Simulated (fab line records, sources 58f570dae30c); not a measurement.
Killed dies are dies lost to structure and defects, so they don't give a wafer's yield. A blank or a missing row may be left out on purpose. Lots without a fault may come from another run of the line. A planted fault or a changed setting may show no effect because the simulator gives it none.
Which tool did it? | flow berkeley_cmos170 | 13 lots, 39 wafers sampled, at 4 steps of a route of 331

WHAT THE GAUGES READ, wafer by wafer
UCB170_M1_OVL_MEAS_10.
lot  | measured     | on         | M1_OVL (nm)
L685 | day 8 01:28  | overlay-02 | -2 4 1
L686 | day 8 10:53  | overlay-01 | 4 8 11
L694 | day 9 23:32  | overlay-02 | 10 11 6
L696 | day 10 14:57 | overlay-01 | -1 12 -3
L700 | day 11 01:40 | overlay-01 | 1 4 0
L698 | day 11 01:54 | overlay-02 | 12 11 15
L702 | day 12 00:34 | overlay-01 | 11 11 16
L703 | day 12 04:05 | overlay-02 | 4 8 6
L701 | day 12 04:15 | overlay-01 | 5 0 4
L704 | day 12 06:42 | overlay-02 | -3 -1 15
L705 | day 12 06:59 | overlay-01 | 1 6 0
L706 | day 13 08:26 | overlay-01 | 2 12 2
L708 | day 13 12:34 | overlay-01 | 2 13 5

UCB170_V2_OVL_MEAS_13.
lot  | measured     | on         | V2_OVL (nm)
L685 | day 8 12:35  | overlay-01 | 1 5 1
L686 | day 9 01:47  | overlay-01 | 1 -1 -7
L696 | day 11 01:30 | overlay-02 | -2 3 -1
L700 | day 11 10:27 | overlay-01 | -2 -3 -6
L698 | day 11 13:43 | overlay-01 | 5 1 3
L702 | day 12 11:53 | overlay-01 | -2 4 -1
L703 | day 12 14:02 | overlay-01 | -4 -2 -6
L701 | day 12 16:29 | overlay-01 | -10 -7 -4
L704 | day 12 17:41 | overlay-02 | 0 -3 11
L705 | day 12 19:46 | overlay-01 | 1 4 -2
L706 | day 13 22:35 | overlay-02 | 8 -3 -1
L708 | day 14 03:00 | overlay-01 | -4 -3 1

WHICH TOOL RAN EACH LOT (tool, then ch and the chambers of the sampled wafers, then the start)
lot  | UCB170_M1_STRIP_13                   | UCB170_M2_EXPOSE_12
L685 | plasma_asher-04 ch 0,1, day 8 01:40  | krf_scanner-01 ch 0, day 8 09:13
L686 | plasma_asher-01 ch 0,1, day 8 11:05  | krf_scanner-01 ch 0, day 8 22:44
L694 | plasma_asher-01 ch 0,1, day 9 23:44  | krf_scanner-01, day 10 07:11
L696 | plasma_asher-01 ch 0,1, day 10 15:10 | krf_scanner-01 ch 0, day 10 22:03
L700 | plasma_asher-04 ch 0,1, day 11 01:52 | krf_scanner-01 ch 0, day 11 07:19
L698 | plasma_asher-04 ch 0,1, day 11 02:07 | krf_scanner-02 ch 0, day 11 10:00
L702 | plasma_asher-02 ch 0,1, day 12 00:48 | krf_scanner-02 ch 0, day 12 08:22
L703 | plasma_asher-04 ch 0,1, day 12 04:17 | krf_scanner-02 ch 0, day 12 10:12
L701 | plasma_asher-02 ch 0,1, day 12 04:28 | krf_scanner-02 ch 0, day 12 12:07
L704 | plasma_asher-04 ch 0,1, day 12 06:56 | krf_scanner-01 ch 0, day 12 13:43
L705 | plasma_asher-02 ch 0,1, day 12 07:12 | krf_scanner-01 ch 0, day 12 16:06
L706 | plasma_asher-01 ch 0, day 13 08:39   | krf_scanner-01 ch 0, day 13 18:23
L708 | plasma_asher-01 ch 0,1, day 13 12:46 | krf_scanner-02 ch 0, day 13 22:56
- UCB170_M1_STRIP_13: strips in O2.
- UCB170_M2_EXPOSE_12: exposes mask METAL2, target cd 700 nm.

WHAT THE TOOLS THEMSELVES READ (means of the sampled wafers that have a number; where no wafer has one, the mark that the record gives instead)
UCB170_M1_STRIP_13.
lot  | tool            | drypump_motor_current_A (A) | oes_product_au (a.u.)
L685 | plasma_asher-04 | 5.59                        | 0.717
L686 | plasma_asher-01 | 5.42                        | 0.719
L694 | plasma_asher-01 | 5.41                        | 0.724
L696 | plasma_asher-01 | 5.43                        | 0.718
L700 | plasma_asher-04 | 5.71                        | 0.721
L698 | plasma_asher-04 | 5.59                        | 0.716
L702 | plasma_asher-02 | 5.66                        | 0.719
L703 | plasma_asher-04 | 5.72                        | 0.728
L701 | plasma_asher-02 | 5.41                        | 0.717
L704 | plasma_asher-04 | 5.70                        | 0.724
L705 | plasma_asher-02 | 5.42                        | 0.722
L706 | plasma_asher-01 | 5.40                        | 0.718
L708 | plasma_asher-01 | 5.42                        | 0.725

UCB170_M2_EXPOSE_12.
lot  | tool           | exposure_dose_mJ_cm2 | focus_offset_nm (nm)
L685 | krf_scanner-01 | 24.78                | -0.2
L686 | krf_scanner-01 | 24.80                | 0.1
L694 | krf_scanner-01 | -                    | -
L696 | krf_scanner-01 | 24.83                | 0.2
L700 | krf_scanner-01 | 24.83                | -0.2
L698 | krf_scanner-02 | 25.15                | -0.3
L702 | krf_scanner-02 | 25.15                | 0.5
L703 | krf_scanner-02 | 25.14                | 0.6
L701 | krf_scanner-02 | 25.15                | 0.1
L704 | krf_scanner-01 | 24.81                | -0.1
L705 | krf_scanner-01 | 24.82                | 0.1
L706 | krf_scanner-01 | 24.83                | 0.2
L708 | krf_scanner-02 | 25.15                | 0.1

THE ANSWER, worked out from the rows above alone
Rule: what is usual is taken from the lots themselves. Put in order of their means at a reading, lots are off if they are a third of the lots or fewer, leave a main group of 4 or more, and stand apart from it by a gap of 3 or more times the standard deviation of the main group's means; of several such gaps the widest counts. A main group whose means are all the same, to the digits that the tables above print for the reading, isn't used. A lot without any number at a reading at which 4 lots or more have one is off too. The other lots that the step has rows for count as sound. The gauges are gone through in route order, then the tools' own readings, and for those a lot's mean is taken as printed above. The first step at which some lot is off is used, and at that step the reading that is off furthest; a lot without a number counts as furthest.
Off: L694, at UCB170_M2_EXPOSE_12 (exposure_dose_mJ_cm2). Without a number there: L694. The main group: mean 24.95, standard deviation 0.17.
A tool fits if, at that step or a process step before it, it ran every lot that is off, and no sound lot after the first of them. None of those tried fits.

WHAT THE SIMULATOR HAD PUT IN
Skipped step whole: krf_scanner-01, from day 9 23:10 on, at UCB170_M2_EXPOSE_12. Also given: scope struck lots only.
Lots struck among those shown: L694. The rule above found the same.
